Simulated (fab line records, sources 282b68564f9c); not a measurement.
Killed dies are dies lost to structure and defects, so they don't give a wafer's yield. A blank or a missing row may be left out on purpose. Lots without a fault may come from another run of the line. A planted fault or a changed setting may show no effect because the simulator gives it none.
fab line records | flow rit_cmos
record lots=6 wafers=18 last_day=7
route steps=202 shown CONTACT@168
lots that met no fault: from a run of the same line without faults
start_h: hours from the record's first day to the start of the lot's first wafer shown | wait_h: hours since the lot's step before | " the same as in the row above | L1.1+2: a row that stands for several wafers | - no value, or no start given | * or withheld: withheld | < > ~ a bound
route shown NAME@n: a module of which the file shows steps, and the number in the route of the first | usual: mean/standard deviation of fault-free wafers | same: alike in all rows | chamber/n: place in a boat | sites: the reading at each site | _std_site: their standard deviation | _edge_site: outer sites' mean less inner sites' | radius_mm: how far each site lies from the wafer's centre | mask NAME#n: copy n | behind: the tool/chamber that last shaped the wafer | hold: why the lot was held/for how many hours/how that ended | device: the transistor (n, p or np) that didn't switch | end of line: the same wafers' tests at the end of the route | a step without rows: its recipe alone | killed: dies lost to structure and defects at the first sort, not the wafer's yield | map: a wafer's dies, x killed, . not, _ none there
set.NAME: the setting as run; set.NAME@STEP: as run at that earlier step | model.NAME: the simulator's own value behind a step, which no gauge read
lots at some steps of the route; a table a step, a row a wafer
services: from which hour (start_h, from the record's first day; less than 0 if before it) a tool's chamber was out of use, for how many hours, and why
## steps
# step RIT_CONTACT_CVD_00
# recipe material=SiO2 target_thk_nm=400 precursor=TEOS temp_c=390 time_s=61 rf_w=400
# usual heater_power_w=328/45
# columns lot.wafer tool chamber start_h wait_h heater_power_w
L831.2 pecvd-03 0 61.31 0.0 306
L831.3 " 2 " " 369
L831.6 " 0 " " 318
L832.2 pecvd-02 0 66.21 0.0 433
L832.4 " 2 " " 316
L832.5 " 1 " " 255
L836.1 pecvd-04 0 86.17 0.1 351
L836.2 " 1 " " 326
L836.6 " 2 " " 382
L837.1 pecvd-03 1 91.32 0.1 320
L837.5 " 0 " " 342
L837.6 " 1 " " 328
L844.3 pecvd-02 0 128.66 0.0 429
L844.4 " 0 " " 328
L844.6 " 1 " " 328
L848.3 pecvd-04 0 151.32 0.0 344
L848.4 " 1 " " 285
L848.5 " 2 " " 370
# step RIT_CONTACT_THK_MEAS_01
# recipe reads=SiO2_of_CONTACT_CVD_00
# usual CONTACT_TEOS_THK=400/4.6
# columns lot.wafer tool chamber start_h wait_h CONTACT_TEOS_THK[nm]
L831.2 film_metro-04 - 61.37 0.0 400
L831.3 " - " " 397
L831.6 " - " " 401
L832.2 film_metro-04 - 66.27 0.0 399
L832.4 " - " " 409
L832.5 " - " " 402
L836.1 film_metro-03 - 86.23 0.0 400
L836.2 " - " " 401
L836.6 " - " " 405
L837.1 film_metro-02 - 91.38 0.0 397
L837.5 " - " " 398
L837.6 " - " " 398
L844.3 film_metro-03 - 128.73 0.0 398
L844.4 " - " " 403
L844.6 " - " " 401
L848.3 film_metro-04 - 151.39 0.0 402
L848.4 " - " " 404
L848.5 " - " " 405
# step RIT_CONTACT_HMDS_02
# recipe prime_time_s=60 prime_temp_c=140
# step RIT_CONTACT_COAT_03
# recipe resist=NOVOLAK spin_rpm=3250 resist_thk_nm=1000
# step RIT_CONTACT_SOFTBAKE_04
# recipe resist=NOVOLAK temp_c=90 time_s=60
# step RIT_CONTACT_EXPOSE_05
# recipe mask_id=M11 na=0.6 source_shape=conventional sigma_outer=0.5 target_cd_nm=1000 dose_mj=250
# step RIT_CONTACT_PEB_06
# recipe resist=NOVOLAK temp_c=withheld time_s=withheld
# step RIT_CONTACT_DEVELOP_07
# recipe resist=NOVOLAK develop_time_s=123.9 dev_temp_c=23
# step RIT_CONTACT_CD_MEAS_08
# recipe target_cd_nm=1000
# usual cd_nm=999.4/2.1
# columns lot.wafer tool chamber start_h wait_h cd_nm
L831.2 cd_sem-02 - 62.40 - 999.5
L831.3 " - " " 1000.6
L831.6 " - " " 1000.6
L832.2 cd_sem-01 - 67.43 - 999.6
L832.4 " - " " 1001.2
L832.5 " - " " 1000.8
L836.1 cd_sem-02 - 87.25 - 1000.1
L836.2 " - " " 1001.2
L836.6 " - " " 1001.6
L837.1 cd_sem-02 - 92.45 - 1000.9
L837.5 " - " " 1001.0
L837.6 " - " " 1001.4
L844.3 cd_sem-01 - 129.90 - 1002.6
L844.4 " - " " 1002.5
L844.6 " - " " 1003.8
L848.3 cd_sem-01 - 152.44 - 995.9
L848.4 " - " " 996.3
L848.5 " - " " 996.6
# step RIT_CONTACT_OVL_MEAS_09
# usual CONTACT_OVL=1.5/1.8
# columns lot.wafer tool chamber start_h wait_h CONTACT_OVL[nm]
L831.2 overlay-01 - 62.51 0.1 -0.4
L831.3 " - " " -0.6
L831.6 " - " " 0.8
L832.2 overlay-01 - 67.54 0.1 2.0
L832.4 " - " " 3.6
L832.5 " - " " 2.1
L836.1 overlay-02 - 87.37 0.1 2.5
L836.2 " - " " 2.6
L836.6 " - " " 1.4
L837.1 overlay-01 - 92.57 0.1 3.8
L837.5 " - " " 2.9
L837.6 " - " " 4.7
L844.3 overlay-01 - 129.99 0.1 1.2
L844.4 " - " " 1.7
L844.6 " - " " 3.3
L848.3 overlay-01 - 152.53 0.1 0.4
L848.4 " - " " -0.7
L848.5 " - " " 1.0
# step RIT_CONTACT_HARDBAKE_10
# recipe resist=NOVOLAK temp_c=140 time_s=60
# step RIT_CONTACT_ETCH_11
# recipe target_depth_a=4800 over_etch_frac=0.2 stop_on=TiSi2 chemistry=CHF3/CF4/Ar target=SiO2 CHF3_flow_sccm=50 cf4_flow_sccm=10 Ar_flow_sccm=100 O2_flow_sccm=5 pressure_mtorr=100 rf_w=200 time_s=320
# usual cf4_flow_sccm=10.00/0.032 drypump_motor_current_A=5.7/0.4 oes_product_au=0.990/0.0099 throttle_valve_pct=8.86/0.11
# columns lot.wafer tool chamber start_h wait_h cf4_flow_sccm drypump_motor_current_A oes_product_au rf_hours_counter_h throttle_valve_pct
L831.2 rie_diel-03 1 62.69 0.1 10.02 6.2 0.987 2 8.84
L831.3 " 2 " " 9.99 5.5 1.002 69 8.76
L831.6 " 0 " " 10.02 6.0 0.996 - 8.78
L832.2 rie_diel-01 3 67.72 0.1 9.97 5.7 1.003 2 9.04
L832.4 " 1 " " 9.99 5.0 0.974 21 8.69
L832.5 " 0 " " 10.03 5.6 0.992 - 8.89
L836.1 rie_diel-03 2 87.56 0.1 10.02 5.5 1.000 69 8.76
L836.2 " 0 " " 9.98 6.0 0.992 161 8.76
L836.6 " 0 " " 10.03 6.0 1.005 - 8.75
L837.1 rie_diel-01 0 92.76 0.1 9.99 5.5 0.991 46 8.89
L837.5 " 2 " " 9.99 5.0 0.994 - 8.94
L837.6 " 3 " " 10.02 5.7 1.005 - 9.04
L844.3 rie_diel-03 0 130.17 0.1 10.02 6.0 0.983 0 8.77
L844.4 " 2 " " 9.99 5.5 1.004 70 8.78
L844.6 " 1 " " 10.02 6.2 0.988 - 8.83
L848.3 rie_diel-02 0 152.76 0.1 10.03 5.6 0.978 48 9.06
L848.4 " 1 " " 10.01 5.9 0.985 98 8.94
L848.5 " 2 " " 9.98 5.9 0.999 - 8.75
# step RIT_CONTACT_STRIP_12
# recipe chemistry=O2 time_s=180 resist=NOVOLAK platen_temp_c=withheld power_w=500 pressure_mtorr=4000 o2_flow_sccm=4000
# usual chamber_pressure_mTorr=4000/3.9 drypump_motor_current_A=5.49/0.26
# columns lot.wafer tool chamber start_h wait_h chamber_pressure_mTorr drypump_motor_current_A rf_hours_counter_h model.NOVOLAK_of_CONTACT_COAT_03.thk_nm
L831.2 plasma_asher-04 0 62.88 0.1 3998 5.41 27 0
L831.3 " 0 " " 3998 5.38 - 0
L831.6 " 0 " " 4001 5.42 - 0
L832.2 plasma_asher-04 1 67.91 0.1 4001 5.28 27 0
L832.4 " 1 " " 3998 5.28 - 0
L832.5 " 1 " " 4008 5.29 - 0
L836.1 plasma_asher-01 1 87.75 0.1 - - - 773.3
L836.2 " 0 " " - - - 774.2
L836.6 " 0 " " - - - 772.8
L837.1 plasma_asher-04 1 92.95 0.1 - - - 770.4
L837.5 " 0 " " - - - 767.2
L837.6 " 1 " " - - - 769.6
L844.3 plasma_asher-01 0 130.42 0.2 3997 5.37 - 0
L844.4 " 1 " " 3995 5.27 - 0
L844.6 " 0 " " 4000 5.37 - 0
L848.3 plasma_asher-04 0 153.01 0.2 4001 5.38 - 0
L848.4 " 1 " " 4004 5.29 - 0
L848.5 " 1 " " 4001 5.29 - 0
# step RIT_CONTACT_CD_MEAS_90
# recipe target_cd_nm=1000
# usual cd_nm=999.4/2.1
# columns lot.wafer tool chamber start_h wait_h cd_nm
L831.2 cd_sem-02 - 63.08 0.1 999.7
L831.3 " - " " 1000.6
L831.6 " - " " 1000.8
L832.2 cd_sem-02 - 68.11 0.1 999.5
L832.4 " - " " 1001.3
L832.5 " - " " 1000.5
L836.1 cd_sem-01 - 87.93 0.1 1000.7
L836.2 " - " " 1000.7
L836.6 " - " " 1001.7
L837.1 cd_sem-01 - 93.13 0.1 1000.3
L837.5 " - " " 1001.3
L837.6 " - " " 1001.7
L844.3 cd_sem-01 - 130.58 0.1 1003.0
L844.4 " - " " 1002.8
L844.6 " - " " 1003.9
L848.3 cd_sem-02 - 153.17 0.1 995.4
L848.4 " - " " 996.7
L848.5 " - " " 996.9
## services
# columns tool chamber start_h hours kind
pecvd-04 - 40.29 0.8 repair
pecvd-02 0 51.20 5.7 repair
rie_diel-02 3 54.94 3.4 repair
pecvd-02 - 59.03 0.6 repair
plasma_asher-04 - 59.66 0.8 repair
rie_diel-01 1 74.32 3.9 repair
rie_diel-02 - 74.91 2.8 pm
plasma_asher-01 - 77.77 2.8 pm
rie_diel-03 0 93.90 - clean
rie_diel-03 0 93.90 16.7 scheduled_down
rie_diel-03 0 93.90 16.7 vent_cycle
plasma_asher-01 - 108.75 9.0 pm
plasma_asher-01 0 108.75 9.0 vent_cycle
plasma_asher-01 1 108.75 9.0 vent_cycle
rie_diel-01 - 115.18 2.8 pm
plasma_asher-01 0 117.75 - clean
plasma_asher-01 1 117.75 - clean
rie_diel-02 0 121.05 3.6 repair
pecvd-04 0 138.70 4.1 repair
## key
first_sign step=RIT_CONTACT_STRIP_12 reading=tool_record direction=missing
effect none on later readings
model_effect step=RIT_CONTACT_STRIP_12 value=NOVOLAK_of_CONTACT_COAT_03.thk_nm without=0 struck=771.3
met_at RIT_CONTACT_STRIP_12
struck_wafers L836.1,L836.2,L836.6,L837.1,L837.5,L837.6
later_rows_left_out L836.1,L836.2,L836.6,L837.1,L837.5,L837.6
sort_left_out L836.1,L836.2,L836.6,L837.1,L837.5,L837.6
tester_left_out L836,L837
onset_between 67.91 87.75
fault kind=skipped_step_whole tool=plasma_asher-01,plasma_asher-04 chamber=- onset_h=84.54 steps=RIT_CONTACT_STRIP_12 scope=struck_lots_only
# tester_left_out: of these lots the tester's yield and bins aren't shown, on N5 and GAA mostly nor the transistor test; their killed dies are dies lost to structure and defects alone, not to doping, threshold or leakage, so they don't give the yield
# sort_left_out: the simulated sort isn't trusted on such a fault, so these wafers' sort isn't shown, and their yield isn't known
# later_rows_left_out: the simulator's readings of these wafers behind a module that went badly wrong aren't trusted and aren't shown, but for the sort
